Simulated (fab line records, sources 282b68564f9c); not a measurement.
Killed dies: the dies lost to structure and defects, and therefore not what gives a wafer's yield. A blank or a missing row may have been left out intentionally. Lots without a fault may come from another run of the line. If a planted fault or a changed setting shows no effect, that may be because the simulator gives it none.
Problem report in the 8D (eight disciplines) form, filled by code + flow rit-cmos + the parts of the form that need people (team, actions taken, sign-off) are left out

## 1. WHAT WENT WRONG
Mean CONTACT_TEOS_THK at RIT_CONTACT_THK_MEAS_01: 306 nm over 3 wafers in 2 lots; fault-free wafers: 402 nm, standard deviation 5.1. That puts it -19 standard deviations away from the usual mean.
First observed at day 6 09:18: wafer L216.2, on film-metro-04. Wafers with a number at this step in the record: 42, from 14 lots. Rule for "out" (also "out of limits"): further than 4 standard deviations from the usual mean. Any other wafer with a number is counted as sound.

## 2. WHAT IT IS, AND WHAT IT ISN'T
| question                    | is                     | is not                                                                                 |
|-----------------------------|------------------------|----------------------------------------------------------------------------------------|
| which readings at this step | CONTACT_TEOS_THK       | -                                                                                      |
| which lots                  | L216, L219             | L201, L202, L203, L204, L205, L207, L209, L211, L215, L217, L223, L224                 |
| which wafers of those lots  | L216.2, L219.1, L219.6 | L216.1, L216.6, L219.3                                                                 |
| read on which gauges        | film-metro-04          | film-metro-01, film-metro-02                                                           |
| when                        | from day 6 09:18       | up to then (29 sound wafers); but 10 sound wafers of L217, L219, L223, L224 came after |

## 3. WHAT RULES OUT EACH SUSPECT
Counting: any tool at a process step up to the reading remains a suspect provided it ran every lot that is out. Sound lots after the first of them don't rule it out here, since some wafers of a struck lot are sound.
- ruled out: the gauge at RIT_CONTACT_THK_MEAS_01. All the wafers that are out were read on film-metro-04, but those of them that RIT_CONTACT_CVD_00 has rows for are out there too, on other tools.
- pecvd-04 at RIT_CONTACT_CVD_00 (deposits SiO2 from TEOS, target thk 400 nm, time 61 s): kept. Every lot that is out went through it, the first being L216 (day 6 09:15); the last sound lot it ran before that was L207 (day 4 14:01). On those wafers its own readings are out: run-length-s.
- At RIT_CONTACT_CVD_00 on pecvd-04, chamber 1 took the sound wafers of the same lots and chamber 0 took the wafers that are out.
Remaining after the count: pecvd-04 at RIT_CONTACT_CVD_00.

## 4. THE CAUSE (what the simulator had put in)
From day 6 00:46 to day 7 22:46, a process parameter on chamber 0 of pecvd-04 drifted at RIT_CONTACT_CVD_00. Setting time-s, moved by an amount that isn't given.
After counting, this tool was the only one left.

## 5. SEQUENCE OF EFFECTS, ordered by route
Rows list readings where the struck wafers' mean (over those with a number) sits beyond 3 standard deviations from the usual. Only readings for which the record gives a usual standard deviation are gone through. hours: the time from each lot's start at the first step in this table that gives one to its start at this step, as a median over the lots. sigmas: the change in usual standard deviations.
| hours | step                    | reading          | usual  | on struck wafers | change | sigmas |
|-------|-------------------------|------------------|--------|------------------|--------|--------|
| 0     | RIT_CONTACT_CVD_00      | run-length-s     | 88.6 s | 75.9             | -12.7  | -24    |
| 0     | RIT_CONTACT_THK_MEAS_01 | CONTACT_TEOS_THK | 402 nm | 306              | -96    | -19    |
Process steps it contains:
- RIT_CONTACT_CVD_00: deposits SiO2 from TEOS, target thk 400 nm, time 61 s.
Later measuring or inspecting steps at which every struck wafer that the step has a row for has a number for every such reading, and none has moved that far: RIT_M1_THK_MEAS_02.

## 6. WHAT WOULD HAVE CAUGHT IT SOONER
9 hours passed between the start of the fault at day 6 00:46 and the first reading out of limits at a measuring or inspecting step in this record, taken at day 6 09:18.
Tool's own readings at RIT_CONTACT_CVD_00, run-length-s: out on all struck wafers the step has rows for; an alarm limit on them would have tripped on the first.
Lots out: 2; of these, L219 started RIT_CONTACT_CVD_00 on pecvd-04 after day 6 09:18. It would have been spared by a hold on the tool at that moment.
